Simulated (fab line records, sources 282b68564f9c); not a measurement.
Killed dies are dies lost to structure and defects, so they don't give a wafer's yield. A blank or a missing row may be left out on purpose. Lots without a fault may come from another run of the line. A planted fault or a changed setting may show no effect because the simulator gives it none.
A struck lot beside a sound one | flow rit_cmos | 15 steps out of a route of 202
Sound: wafers L312.2, L312.5, L312.6. Struck: wafers L320.1, L320.5, L320.6. The cause comes at the end.
At each step with rows: each side's tool, then ch and its chambers, then its first start. Under that, the readings that differ: sound wafers | struck wafers | difference of the means | sigmas: that difference in standard deviations of wafers without a fault.
alike: readings whose means differ by less than 2 such deviations, and words and numbers that are the same on both sides. not compared: withheld readings, readings that some wafer has no value for, bounds like >300 that may hide the same value, and numbers for which the record gives no deviation and whose values overlap.
The two part at a step that has a row with sigmas, a row that says differs or no value, or rows on one side only. Numbers that don't overlap but have no deviation are shown without sigmas and don't part them. A reading that every wafer of one side lacks parts them only if that side has two wafers or more.

first, 5 steps without rows for these wafers: RIT_NSD_COAT_01 (resist thk 1000 nm); RIT_NSD_SOFTBAKE_02 (time 60 s); RIT_NSD_EXPOSE_03 (exposes mask M9, target cd 40700 nm); RIT_NSD_PEB_04; RIT_NSD_DEVELOP_05 (develop time 50 s).
RIT_NSD_OVL_MEAS_06:
  sound on overlay-01, day 4 13:21; struck on overlay-01, day 6 02:59
  alike: NSD_OVL
then, 2 steps without rows for these wafers: RIT_NSD_HARDBAKE_07 (time 60 s); RIT_NSD_IMPLANT_08.
RIT_NSD_STRIP_09: strips in O2, time 180 s.
  sound on plasma_asher-01 ch 0,1, day 4 13:41; struck on plasma_asher-02 ch 0,1, day 6 03:19
  alike: drypump_motor_current_A
  not compared: rf_hours_counter_h
RIT_NSD_TW_MEAS_10:
  sound on film_metro-03, day 4 13:52; struck on film_metro-04, day 6 03:29
  alike: NSD_TW
then, 2 steps without rows for these wafers: RIT_PSD_HMDS_00 (prime time 60 s); RIT_PSD_COAT_01 (resist thk 1000 nm).
RIT_PSD_SOFTBAKE_02: time 60 s.
  sound on litho_track-02 ch 0, day 4 14:14; struck on litho_track-02 ch 0, day 6 03:51
  reading                  | sound             | struck            | difference | sigmas
  heater_power_total_W (W) | 34.61 34.60 34.51 | 35.25 35.36 35.27 | +0.72      | +14
  plate_temp_C (C)         | 89.72 89.84 89.83 | 91.20 91.18 91.09 | +1.36      | +10
then, 1 step without rows for these wafers: RIT_PSD_EXPOSE_03 (exposes mask M10, target cd 40900 nm).
RIT_M1_PROBE_99:
  sound on prober-02, day 4 23:39; struck on prober-02, day 6 14:05
  alike: killed_at_M0_to_M3, killed_at_front_end, killed_dies, killed_open, killed_short

WHERE THEY PART
Only at RIT_PSD_SOFTBAKE_02, within this record. Later steps at which nothing parts them and some readings are alike: RIT_M1_PROBE_99.

WHY: what the simulator had put in
Process parameter drift: litho_track-02, from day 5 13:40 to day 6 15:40, at RIT_PSD_SOFTBAKE_02. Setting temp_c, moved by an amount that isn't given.
